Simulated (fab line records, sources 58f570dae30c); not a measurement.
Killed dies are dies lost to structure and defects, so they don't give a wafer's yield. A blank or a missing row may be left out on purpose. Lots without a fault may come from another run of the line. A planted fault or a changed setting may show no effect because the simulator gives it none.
Problem report in the 8D (eight disciplines) form, filled by code | flow berkeley_cmos170 | the parts of the form that need people (team, actions taken, sign-off) are left out

1. THE PROBLEM
prime_temp_c at UCB170_PVT_HMDS_00 reads a mean of 103.60 C on 6 wafers of 2 lots; wafers without a fault read 100.01 C with a standard deviation of 0.13. That is +28 standard deviations from the usual mean.
The step: prime time 60 s.
First seen on wafer L275.3, day 7 13:23, on litho_track-04. The record holds 36 wafers of 12 lots with a number at this step. Rule for "out", or "out of limits": more than 4 standard deviations from the usual mean. The other wafers with a number count as sound.

2. WHAT IT IS AND WHAT IT IS NOT
question                    | is                     | is not
which readings at this step | prime_temp_c           | -
which lots                  | L275, L276             | L263, L264, L265, L278, L280, L281, L283, L284, L285, L286
which wafers of those lots  | all that have a number | -
read on which tools         | litho_track-04         | litho_track-01, litho_track-03
when                        | from day 7 13:23       | up to then (9 sound wafers); but 21 sound wafers of L278, L280, L281, L283, L284, L285, L286 came after

3. SUSPECTS, AND WHAT RULES EACH OUT
Counting: a tool at a process step up to the reading stays a suspect if it ran every lot that is out and no sound lot after the first of them.
- litho_track-04 at UCB170_PVT_HMDS_00 (prime time 60 s): kept. It ran every lot that is out, first L275 (day 7 13:23), and no sound lot after that; its last sound lot up to then is L263 (day 5 04:43). Its own readings are out on those wafers: prime_temp_c.
Left after counting: litho_track-04 at UCB170_PVT_HMDS_00.

4. THE CAUSE (what the simulator had put in)
Process parameter drift: litho_track-04, from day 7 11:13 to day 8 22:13, at UCB170_PVT_HMDS_00. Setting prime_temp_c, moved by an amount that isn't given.
Counting left only this tool.

5. THE CHAIN OF EFFECTS, in route order
Each row: a reading whose mean over the struck wafers that have a number lies more than 3 standard deviations from the usual. Only readings for which the record gives a usual standard deviation are gone through. hours: the time from each lot's start at the first step in this table that gives one to its start at this step, as a median over the lots. sigmas: the change in usual standard deviations.
hours | step               | reading      | usual    | on struck wafers | change | sigmas
0     | UCB170_PVT_HMDS_00 | prime_temp_c | 100.01 C | 103.60           | +3.59  | +28
The process steps in it:
- UCB170_PVT_HMDS_00: prime time 60 s.

6. WHAT WOULD HAVE CAUGHT IT SOONER
In this record the first reading out of limits was taken at day 7 13:23, 2 hours after the fault began at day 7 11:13.
